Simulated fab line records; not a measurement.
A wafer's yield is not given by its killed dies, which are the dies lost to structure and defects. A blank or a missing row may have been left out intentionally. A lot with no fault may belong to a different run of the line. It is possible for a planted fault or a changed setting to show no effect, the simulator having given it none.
Which tool did it? ; flow rit-cmos ; Sampling: 14 lots, 42 wafers, 2 of 202 route steps

WHAT THE GAUGES READ, wafer by wafer
RIT_SDANNEAL_RS_MEAS_05: measurement is done with a four-point probe.
lot;measured;on;NSD_RS (ohm/sq)
L675;day 3 01:59;film-metro-01;84.9 84.9 84.8
L676;day 3 07:19;film-metro-01;84.8 84.8 84.6
L678;day 3 16:43;film-metro-03;84.5 84.5 84.4
L679;day 3 20:36;film-metro-03;84.9 85.3 85.2
L681;day 4 07:02;film-metro-01;84.5 84.6 84.4
L682;day 4 13:24;film-metro-01;84.1 84.2 84.4
L683;day 4 18:18;film-metro-01;84.3 84.5 84.5
L688;day 5 22:46;film-metro-03;84.1 83.7 84.2
L690;day 6 08:44;film-metro-03;- - -
L691;day 6 10:47;film-metro-04;- - -
L693;day 6 19:12;film-metro-01;84.7 84.5 84.5
L695;day 7 10:08;film-metro-03;84.1 84.4 84.3
L697;day 7 17:40;film-metro-03;84.7 84.5 84.9
L698;day 7 22:52;film-metro-03;85.0 84.7 84.7

EACH LOT AND THE TOOL THAT RAN IT (in order: tool; ch and the chambers of the sampled wafers; start)
lot;RIT_NSD_IMPLANT_08
L675;implanter-03 ch 0, day 2 23:28
L676;implanter-02 ch 0, day 3 04:57
L678;implanter-02 ch 0, day 3 14:20
L679;implanter-04 ch 0, day 3 18:05
L681;implanter-03 ch 0, day 4 04:40
L682;implanter-04 ch 0, day 4 10:56
L683;implanter-04 ch 0, day 4 15:50
L688;implanter-02 ch 0, day 5 20:25
L690;implanter-02 ch 0, day 6 06:10
L691;implanter-02 ch 0, day 6 08:28
L693;implanter-03 ch 0, day 6 16:43
L695;implanter-03 ch 0, day 7 07:38
L697;implanter-03 ch 0, day 7 15:11
L698;implanter-03 ch 0, day 7 20:31
- RIT_NSD_IMPLANT_08

WHAT THE TOOLS THEMSELVES READ (means of the sampled wafers that have a number; where no wafer has one, the mark that the record gives instead)
RIT_NSD_IMPLANT_08.
lot;tool;beam-energy-keV;tilt-deg (degrees)
L675;implanter-03;24.986;6.998
L676;implanter-02;24.999;7.012
L678;implanter-02;24.997;7.004
L679;implanter-04;25.004;6.976
L681;implanter-03;25.007;6.974
L682;implanter-04;25.002;7.003
L683;implanter-04;25.002;6.977
L688;implanter-02;25.000;7.005
L690;implanter-02;24.997;6.971
L691;implanter-02;25.007;7.015
L693;implanter-03;25.007;7.003
L695;implanter-03;24.981;6.983
L697;implanter-03;24.994;7.002
L698;implanter-03;24.999;6.974

THE ANSWER, worked out from the rows above alone
Rule: the usual values come from the lots themselves. Put in order of their means at a reading, lots are off if they are a third of the lots or fewer, leave a main group of 4 or more, and stand apart from it by a gap of 3 or more times the standard deviation of the main group's means; of several such gaps the widest counts. Not used: any main group whose means are identical at the precision the tables above print for the reading. A lot without any number at a reading at which 4 lots or more have one is off too. Any other lot the step has rows for is counted as sound. The gauges are gone through in route order, then the tools' own readings, and for those a lot's mean is taken as printed above. The first step at which some lot is off is used, and at that step the reading that is off furthest; a lot without a number counts as furthest.
Off: L690, L691, at RIT_SDANNEAL_RS_MEAS_05 (NSD_RS). Without a number there: L690, L691. The main group: mean 84.6 ohm/sq, standard deviation 0.3.
A tool fits if, at a process step before that reading, it ran every lot that is off, and no sound lot after the first of them. Gauges at RIT_SDANNEAL_RS_MEAS_05: tried the same way as those tools. One fits: implanter-02 at RIT_NSD_IMPLANT_08. A fault onset in the window from L688 (day 5 20:25, its last sound lot) to L690 (day 6 06:10, its first lot off) fits.

WHAT HAD BEEN PUT IN BY THE SIMULATOR
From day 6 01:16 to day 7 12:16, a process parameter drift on implanter-02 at RIT_NSD_IMPLANT_08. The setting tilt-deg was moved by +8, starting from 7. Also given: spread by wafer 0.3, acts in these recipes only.
Shown lots that were struck: L690, L691. The rule above reached the same finding.
